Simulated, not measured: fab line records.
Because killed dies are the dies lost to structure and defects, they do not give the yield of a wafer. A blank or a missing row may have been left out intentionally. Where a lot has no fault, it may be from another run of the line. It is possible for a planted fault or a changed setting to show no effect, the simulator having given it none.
Matching of chambers / flow berkeleyCmos170 / 3 sister chambers for UCB170_V1_CVD_00 on pecvd-03
The step deposits SiO2 from TEOS/O2, target thk 2000 nm, time 250 s. 6 wafers are shown with their chamber, then 7 later ones without.

EACH WAFER AND ITS CHAMBER
wafer=L592.3; chamber=2; heaterPowerW (W)=191; rfFwdPowerW (W)=549.6
wafer=L592.5; chamber=2; heaterPowerW (W)=255; rfFwdPowerW (W)=550.4
wafer=L600.2; chamber=1; heaterPowerW (W)=279; rfFwdPowerW (W)=548.1
wafer=L600.4; chamber=0; heaterPowerW (W)=209; rfFwdPowerW (W)=548.0
wafer=L605.2; chamber=0; heaterPowerW (W)=296; rfFwdPowerW (W)=550.0
wafer=L605.3; chamber=1; heaterPowerW (W)=235; rfFwdPowerW (W)=547.6

WAFERS WHOSE CHAMBER IS MISSING
wafer=L605.5; heaterPowerW (W)=303; rfFwdPowerW (W)=549.3
wafer=L608.1; heaterPowerW (W)=280; rfFwdPowerW (W)=549.5
wafer=L608.2; heaterPowerW (W)=290; rfFwdPowerW (W)=549.3
wafer=L608.5; heaterPowerW (W)=221; rfFwdPowerW (W)=546.4
wafer=L606.3; heaterPowerW (W)=192; rfFwdPowerW (W)=546.5
wafer=L606.4; heaterPowerW (W)=258; rfFwdPowerW (W)=544.7
wafer=L606.6; heaterPowerW (W)=224; rfFwdPowerW (W)=551.9

THE CHAMBER EACH PASSED THROUGH
wafer=L605.5; from the rows above=can't be placed: 0 or 2 or 1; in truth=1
wafer=L608.1; from the rows above=can't be placed: 0 or 2 or 1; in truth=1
wafer=L608.2; from the rows above=can't be placed: 0 or 2 or 1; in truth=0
wafer=L608.5; from the rows above=can't be placed: 1 or 0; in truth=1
wafer=L606.3; from the rows above=can't be placed: 1 or 0 or 2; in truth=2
wafer=L606.4; from the rows above=can't be placed: 1 or 0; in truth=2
wafer=L606.6; from the rows above=can't be placed: 2 or 0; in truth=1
Correct placement for 0 of the 7. Unplaceable from these rows: 7, with the true chamber sitting among the candidates in 5. 0 placed wrongly.
How it was worked out, from the rows above alone: a wafer's distance from a chamber is the root of the sum, over the readings, of the square of ((its reading less the chamber's mean) divided by the reading's scatter). The wafer belongs to the nearest chamber; if the next one is less than 2 further off, it can't be placed. For every chamber, the mean is computed from those of its wafers that are shown. The scatter: take each reading less its chamber's mean, square it, sum over the shown wafers, divide by the number of wafers less the number of chambers, and take the root.
